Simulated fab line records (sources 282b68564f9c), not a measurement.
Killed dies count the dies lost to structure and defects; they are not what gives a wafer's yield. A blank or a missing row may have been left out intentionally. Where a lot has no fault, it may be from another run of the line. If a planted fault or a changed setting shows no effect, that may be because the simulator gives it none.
Which tool is to blame?    flow rit_cmos    route of 202 steps, sampled at 1 step: 13 lots, 39 wafers

== WHAT THE GAUGES SHOWED, per wafer ==
RIT_GATE_OVL_MEAS_17. Usual: for GATE_OVL the level is 0.3 nm and the standard deviation is 1.6.
lot   measured     on          GATE_OVL (nm)   flag
L227  day 2 16:11  overlay-02  -1.9 -1.9 1.4   
L228  day 2 21:50  overlay-02  1.7 1.4 0.9     
L230  day 3 12:10  overlay-01  1.8 1.8 4.1     
L232  day 3 21:08  overlay-02  -0.7 -0.8 1.2   
L233  day 3 23:56  overlay-01  -0.8 -1.0 -2.6  
L235  day 4 10:40  overlay-02  -1.1 -0.1 -1.3  
L236  day 4 14:28  overlay-02  -2.7 -1.7 -1.9  
L239  day 5 05:11  overlay-02  -1.9 -1.8 -2.4  
L241  day 5 11:40  overlay-01  -0.3 -1.4 -0.7  
L247  day 6 21:20  overlay-01  -2.3 0.8 -2.5   
L248  day 7 02:33  overlay-02  1.7 3.1 3.5     
L249  day 7 10:43  overlay-02  0.1 2.0 0.4     
L250  day 7 12:23  overlay-01  0.1 1.0 1.0     

== WHICH TOOL RAN EACH LOT (tool, then ch and the chambers of the sampled wafers, then the start) ==
Record: no process step prior to these readings.

== AS READ BY THE TOOLS THEMSELVES (means over the sampled wafers that have a number; for cases with no such wafer, the mark the record gives instead) ==
The record holds no such reading with a usual standard deviation.

== THE ANSWER, worked out from the rows above alone ==
Rule: a lot is off if the mean of its wafers that have a number lies more than 3 standard deviations from the usual mean. Also off: a lot with no number at a reading for which 4 or more lots have one. Where the step has rows for the other lots, those lots are counted as sound. The gauges are gone through in route order, then the tools' own readings, and for those a lot's mean is taken as printed above. At the first step where some lot is off, the reading lying furthest off is the one used; lots without a number count as furthest.
Nothing can be told from this: no lot is off at any reading shown.

== WHAT THE SIMULATOR HAD PUT IN ==
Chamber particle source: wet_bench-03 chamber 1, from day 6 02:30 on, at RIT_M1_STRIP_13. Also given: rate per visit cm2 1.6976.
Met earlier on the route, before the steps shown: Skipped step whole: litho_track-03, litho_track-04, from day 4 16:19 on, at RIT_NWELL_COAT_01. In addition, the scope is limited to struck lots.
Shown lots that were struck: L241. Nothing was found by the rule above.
